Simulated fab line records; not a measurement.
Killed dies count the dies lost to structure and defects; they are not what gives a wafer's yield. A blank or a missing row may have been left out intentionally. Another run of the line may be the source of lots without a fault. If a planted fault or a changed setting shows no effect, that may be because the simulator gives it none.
Comparing a struck lot with a sound one    flow ritCmos    16 steps out of a route of 202
Sound: these wafers, L207.1, L207.3, L207.4. Wafers L221.1, L221.2, L221.5 were the ones struck. Last of all comes the cause.
Per side, at each step with rows, come the tool, then ch with its chambers, and then its first start. Under that, the readings that differ: sound wafers    struck wafers    difference of the means    sigmas: that difference in standard deviations of wafers without a fault.
alike: words and numbers the same on both sides, and readings whose means are apart by under 2 such deviations; not compared: readings that were withheld, readings missing a value for some wafer, numbers with overlapping values and no deviation given by the record, and bounds like >300 which may hide the same value.
A row with sigmas, a row that says differs or no value, or rows on one side alone: a step with any of these is where the two part. When numbers do not overlap yet have no deviation, they are printed without sigmas and do not part them. Lack of a reading on every wafer of one side parts them only where that side has two or more wafers.

first, 4 steps without rows for these wafers: RIT_ACTIVE_SOFTBAKE_07 (time 60 s); RIT_ACTIVE_EXPOSE_08 (exposes mask M1, target cd 1400 nm); RIT_ACTIVE_PEB_09; RIT_ACTIVE_DEVELOP_10 (develop time 50 s).
RIT_ACTIVE_CD_MEAS_11: target cd 1400 nm.
  sound: cdSem-01 at day 1 16:14; struck: cdSem-02 at day 4 14:07
  alike: cdNm
then, 1 step without rows for these wafers: RIT_ACTIVE_HARDBAKE_12 (time 60 s).
RIT_ACTIVE_ETCH_13: etches Si3N4 in SF6, stops on SiO2, time 210 s, target depth 210 nm.
  sound on rieDiel-04 ch 0,1, day 1 16:31; struck on rieDiel-04 ch 1,2, day 4 14:25
  alike: drypumpMotorCurrentA, oesProductAu, throttleValvePct
  not compared: rfHoursCounterH
RIT_ACTIVE_STRIP_14: strips in O2, time 180 s.
  sound on plasmaAsher-02 ch 0,1, day 1 16:38; struck on plasmaAsher-04 ch 0,1, day 4 14:33
  alike: drypumpMotorCurrentA
  not compared: rfHoursCounterH
RIT_ACTIVE_CD_MEAS_90: target cd 1400 nm.
  sound: cdSem-02 at day 1 16:49; struck: cdSem-02 at day 4 14:43
  alike: cdNm
then, 3 steps without rows for these wafers: RIT_ACTIVE_CLEAN_15 (cleans in SC1, time 600 s); RIT_ACTIVE_CLEAN_16 (cleans in dHF, time 30 s); RIT_ACTIVE_CLEAN_17 (cleans in SC2, time 600 s).
RIT_FOX1_OXIDATION_00: target thk 350.7 nm, ox time 1130 s.
  sound on furnace-01 ch 0, day 1 17:49; struck on furnace-04 ch 0, day 4 16:59
reading                                     sound            struck           difference  sigmas
model.SiO2_of_FOX1_OXIDATION_00.thkNm (nm)  339 342.3 341.9  431 432.5 432.9  +91         
  alike: spikeTcCentreC, spikeTcSourceC
RIT_FOX1_THK_MEAS_01:
  sound: filmMetro-02 at day 1 19:08; struck: filmMetro-03 at day 4 18:17
reading              sound        struck       difference  sigmas
FOX1_OXIDE_THK (nm)  339 342 342  431 432 433  +91         +12
then, 1 step without rows for these wafers: RIT_FOX1_WET_ETCH_02 (etches SiO2 in BOE, target depth 350 nm, time 390 s).
-- the record jumps here: 2 days lie between the struck wafers' starts before and after (it left off in module FOX1 and takes up again in module M1, whose first step shown is number 202 of the route) --
RIT_M1_PROBE_99:
  sound: prober-01 at day 3 15:51; struck: prober-01 at day 7 00:36
  alike: killedAtFrontEnd, killedDies, killedOpen, killedShort

## WHERE THEY PART
At RIT_FOX1_THK_MEAS_01 and nowhere else, as far as this record goes. Later steps at which nothing parts them and some readings are alike: RIT_M1_PROBE_99.

WHY: what the simulator had put in
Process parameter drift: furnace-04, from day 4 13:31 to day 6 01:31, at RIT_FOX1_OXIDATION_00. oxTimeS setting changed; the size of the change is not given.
